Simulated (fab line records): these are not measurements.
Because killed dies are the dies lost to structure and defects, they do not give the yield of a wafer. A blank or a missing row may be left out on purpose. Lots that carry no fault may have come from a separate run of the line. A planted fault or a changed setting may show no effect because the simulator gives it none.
Matching of chambers + flow berkeley-cmos170 + rie-diel-01 running UCB170_ACTIVE_ETCH_15: 4 sister chambers
The step etches Si3N4 in CH3F/Ar/O2, stops on SiO2, target depth 242 nm, time 151 s. 16 wafers are shown with their chamber, then 8 later ones without.

## WAFERS, EACH WITH ITS CHAMBER
| wafer  | chamber | throttle-valve-pct (%) | drypump-motor-current-A (A) | oes-product-au (a.u.) |
|--------|---------|------------------------|-----------------------------|-----------------------|
| L647.2 | 3       | 8.28                   | 5.1                         | 0.958                 |
| L647.4 | 0       | 7.94                   | 5.8                         | 0.958                 |
| L647.6 | 1       | 7.90                   | 5.5                         | 0.970                 |
| L649.1 | 3       | 8.27                   | 5.1                         | 0.953                 |
| L649.5 | 1       | 7.90                   | 5.5                         | 0.959                 |
| L649.6 | 2       | 7.92                   | 5.8                         | 0.931                 |
| L652.1 | 1       | 7.91                   | 5.5                         | 0.983                 |
| L652.5 | 3       | 8.27                   | 5.1                         | 0.947                 |
| L652.6 | 2       | 7.91                   | 5.8                         | 0.933                 |
| L655.3 | 1       | 7.91                   | 5.5                         | 0.959                 |
| L655.4 | 3       | 8.28                   | 5.1                         | 0.946                 |
| L655.6 | 2       | 7.92                   | 5.8                         | 0.923                 |
| L653.2 | 3       | 8.27                   | 5.1                         | 0.950                 |
| L653.3 | 0       | 7.94                   | 5.8                         | 0.941                 |
| L653.4 | 2       | 7.92                   | 5.8                         | 0.926                 |
| L656.2 | 1       | 7.90                   | 5.6                         | 0.968                 |

SIGNATURES, as means of the wafers listed above
| reading                 | chamber 0 | chamber 1 | chamber 2 | chamber 3 | scatter within a chamber |
|-------------------------|-----------|-----------|-----------|-----------|--------------------------|
| throttle-valve-pct      | 7.9400    | 7.9040    | 7.9175    | 8.2740    | 0.00512                  |
| drypump-motor-current-A | 5.800     | 5.520     | 5.800     | 5.100     | 0.0258                   |
| oes-product-au          | 0.94950   | 0.96780   | 0.92825   | 0.95080   | 0.0076                   |
Rule: for each reading, subtract the chamber's mean from the wafer's reading, divide by that reading's scatter and square the result; add these up over the readings and take the root, which gives the wafer's distance from the chamber. If the next closest chamber is less than 2 further off than the closest, the wafer can't be placed; otherwise it belongs to the closest. The scatter is the square root of a quotient: the sum, over the shown wafers, of each reading's squared deviation from its chamber's mean, divided by wafers minus chambers.

## WAFERS WITH NO CHAMBER GIVEN
| wafer  | throttle-valve-pct (%) | drypump-motor-current-A (A) | oes-product-au (a.u.) |
|--------|------------------------|-----------------------------|-----------------------|
| L656.3 | 7.92                   | 5.8                         | 0.924                 |
| L656.5 | 8.29                   | 5.1                         | 0.947                 |
| L665.1 | 7.93                   | 5.8                         | 0.954                 |
| L665.4 | 8.26                   | 5.1                         | 0.950                 |
| L665.6 | 7.92                   | 5.8                         | 0.933                 |
| L667.3 | 7.92                   | 5.8                         | 0.933                 |
| L667.4 | 7.96                   | 5.8                         | 0.961                 |
| L667.5 | 7.91                   | 5.8                         | 0.919                 |

## EACH ONE'S CHAMBER
| wafer  | from the rows above | in truth |
|--------|---------------------|----------|
| L656.3 | 2                   | 2        |
| L656.5 | 3                   | 3        |
| L665.1 | 0                   | 0        |
| L665.4 | 3                   | 3        |
| L665.6 | 2                   | 2        |
| L667.3 | 2                   | 2        |
| L667.4 | 0                   | 0        |
| L667.5 | 2                   | 2        |
Placed correctly: 8 of 8. Left unplaced by these rows: 0. Number placed wrongly: 0.
